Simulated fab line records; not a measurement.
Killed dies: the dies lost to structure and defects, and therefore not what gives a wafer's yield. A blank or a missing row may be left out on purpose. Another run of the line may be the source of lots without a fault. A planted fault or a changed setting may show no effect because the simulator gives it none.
8D (eight disciplines) problem report, filled in by code	flow berkeley-cmos170	the parts of the form that need people (team, actions taken, sign-off) are left out

1. THE PROBLEM
At UCB170_BACKSIDE_COAT_01, spin-speed-rpm averages 1438.8 rpm over 6 wafers from 2 lots, while fault-free wafers read 1500.0 rpm, standard deviation 0.93. Relative to the usual mean, that is a shift of -66 standard deviations.
The step: resist thk 900 nm.
Seen first at day 10 10:28 on litho-track-02, wafer L181.2. The record has a number at this step for 42 wafers belonging to 14 lots. Rule for "out", or "out of limits": more than 4 standard deviations from the usual mean. Any other wafer with a number is counted as sound.

2. WHAT IT IS, WHAT IT ISN'T
question	is	is not
which readings at this step	spin-speed-rpm	-
which lots	L181, L184	L171, L172, L173, L174, L175, L176, L186, L187, L189, L190, L192, L193
which wafers of those lots	all that have a number	-
read on which tools	litho-track-02	litho-track-03, litho-track-04
when	from day 10 10:28	up to then (18 sound wafers); but 18 sound wafers of L186, L187, L189, L190, L192, L193 came after

3. WHAT RULES OUT EACH SUSPECT
Counting: a tool stays on the suspect list if, at a process step up to the reading, it processed all lots that are out and no sound lot following the first of them.
- plasma-asher-03 at UCB170_PLDD_STRIP_10 (strips in O2): ruled out as a lasting fault. After its first lot that is out, L181 (day 9 21:12), sound lots L187 ran on it.
- litho-track-02 at UCB170_BACKSIDE_COAT_01 (resist thk 900 nm): kept. It processed each lot that is out, first L181 at day 10 10:28, and no sound lot thereafter; up to then, the last sound lot it processed was L174 at day 8 00:47. Out on those wafers are its own readings of spin-speed-rpm.
Remaining after the count: litho-track-02 at UCB170_BACKSIDE_COAT_01.

4. THE CAUSE (what the simulator had put in)
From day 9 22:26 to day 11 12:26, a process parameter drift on litho-track-02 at UCB170_BACKSIDE_COAT_01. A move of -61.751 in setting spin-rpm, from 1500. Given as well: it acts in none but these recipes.
After counting, this tool was the only one left.

5. THE CHAIN OF EFFECTS, in route order
Each row: a reading where the mean over the struck wafers with a number is more than 3 standard deviations away from the usual. Only readings for which the record gives a usual standard deviation are gone through. hours: the time from each lot's start at the first step in this table that gives one to its start at this step, as a median over the lots. sigmas: the change in usual standard deviations.
hours	step	reading	usual	on struck wafers	change	sigmas
0	UCB170_BACKSIDE_COAT_01	spin-speed-rpm	1500.0 rpm	1438.8	-61.2	-66
0	UCB170_BACKSIDE_STRIP_03	strip-time-to-endpoint-s	21.96 s	22.33	+0.37	+5.1
Here are the process steps it includes:
- UCB170_BACKSIDE_COAT_01: resist thk 900 nm.
- UCB170_BACKSIDE_STRIP_03: strips in O2.
Later measuring or inspecting steps at which every struck wafer that the step has a row for has a number for every such reading, and none has moved that far: UCB170_M1_THK_MEAS_02, UCB170_M2_CD_MEAS_15.

6. HOW IT WOULD HAVE BEEN CAUGHT EARLIER
The fault began at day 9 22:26; the first out-of-limits reading in this record came at day 10 10:28, 12 hours later.
